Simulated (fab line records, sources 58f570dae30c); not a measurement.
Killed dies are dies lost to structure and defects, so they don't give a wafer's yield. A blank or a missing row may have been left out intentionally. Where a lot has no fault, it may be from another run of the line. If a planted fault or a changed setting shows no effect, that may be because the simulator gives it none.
What tool caused it? + flow berkeley-cmos170 + 7 lots with 21 wafers sampled at 4 steps, on a route of 331 steps

== WHAT THE GAUGES SHOWED, per wafer ==
UCB170_V2_CD_MEAS_12: the cd target is 700 nm.
| lot  | measured     | on        | cd-nm (nm)                          |
|------|--------------|-----------|-------------------------------------|
| L993 | day 7 09:44  | cd-sem-01 | 701.6 701.8 700.0                   |
| L997 | day 8 05:54  | cd-sem-02 | 698.1 697.4 697.5                   |
| L998 | day 8 10:03  | cd-sem-01 | 699.6 698.4 697.9                   |
| L101 | day 9 13:16  | cd-sem-01 | 701.4 699.3 701.2                   |
| L105 | day 9 12:32  | cd-sem-01 | 699.0 700.4 700.1                   |
| L111 | day 11 12:14 | cd-sem-02 | 706.9 707.6 706.9 707.1 707.7 706.9 |
| L116 | day 12 09:05 | cd-sem-02 | 700.9 702.1 702.4                   |

== WHICH TOOL RAN EACH LOT (tool, then ch and the chambers of the sampled wafers, then the start) ==
| lot  | UCB170_PWELL_STRIP_16               | UCB170_V1_CVD_00                | UCB170_V2_PEB_10                  |
|------|-------------------------------------|---------------------------------|-----------------------------------|
| L993 | plasma-asher-02 ch 0,1, day 3 03:01 | pecvd-01 ch 0,1, day 6 21:47    | litho-track-01 ch 0, day 7 09:26  |
| L997 | plasma-asher-03 ch 0,1, day 3 19:28 | pecvd-01 ch 0,2, day 7 20:44    | litho-track-01 ch 0, day 8 05:38  |
| L998 | plasma-asher-02 ch 1, day 4 04:21   | pecvd-02 ch 0,2, day 8 01:05    | litho-track-01 ch 0, day 8 09:46  |
| L101 | plasma-asher-03 ch 0,1, day 4 22:46 | pecvd-04 ch 0,1, day 9 04:07    | litho-track-01 ch 0, day 9 12:59  |
| L105 | plasma-asher-01 ch 0,1, day 5 12:00 | pecvd-01 ch 0,2, day 9 03:57    | litho-track-01 ch 0, day 9 12:16  |
| L111 | plasma-asher-03 ch 0,1, day 6 19:47 | pecvd-02 ch 0,1,2, day 11 03:58 | litho-track-03 ch 0, day 11 11:59 |
| L116 | plasma-asher-01 ch 0,1, day 7 18:09 | pecvd-01 ch 1, day 11 23:02     | litho-track-02 ch 0, day 12 08:48 |
- UCB170_PWELL_STRIP_16: strips in O2.
- UCB170_V1_CVD_00: deposits SiO2 from TEOS/O2, target thk 2000 nm, time 250 s.
- UCB170_V2_PEB_10

== THE ANSWER, worked out from the rows above alone ==
Rule: what is usual is taken from the lots themselves. Put in order of their means at a reading, lots are off if they are a third of the lots or fewer, leave a main group of 4 or more, and stand apart from it by a gap of 3 or more times the standard deviation of the main group's means; of several such gaps the widest counts. If all means in a main group match to the digits the tables above print for the reading, that group is not used. A lot without any number at a reading at which 4 lots or more have one is off too. Any other lot the step has rows for is counted as sound.
Off: L111, at UCB170_V2_CD_MEAS_12 (cd-nm). The main group: mean 700.0 nm, standard deviation 1.4.
A tool fits if, at a process step before that reading, it ran every lot that is off, and no sound lot after the first of them. Those tools and the gauges at UCB170_V2_CD_MEAS_12 are tried in the same way. Can't be told from this: 3 tools fit, plasma-asher-03 at UCB170_PWELL_STRIP_16, pecvd-02 at UCB170_V1_CVD_00, litho-track-03 at UCB170_V2_PEB_10.

== WHAT HAD BEEN PUT IN BY THE SIMULATOR ==
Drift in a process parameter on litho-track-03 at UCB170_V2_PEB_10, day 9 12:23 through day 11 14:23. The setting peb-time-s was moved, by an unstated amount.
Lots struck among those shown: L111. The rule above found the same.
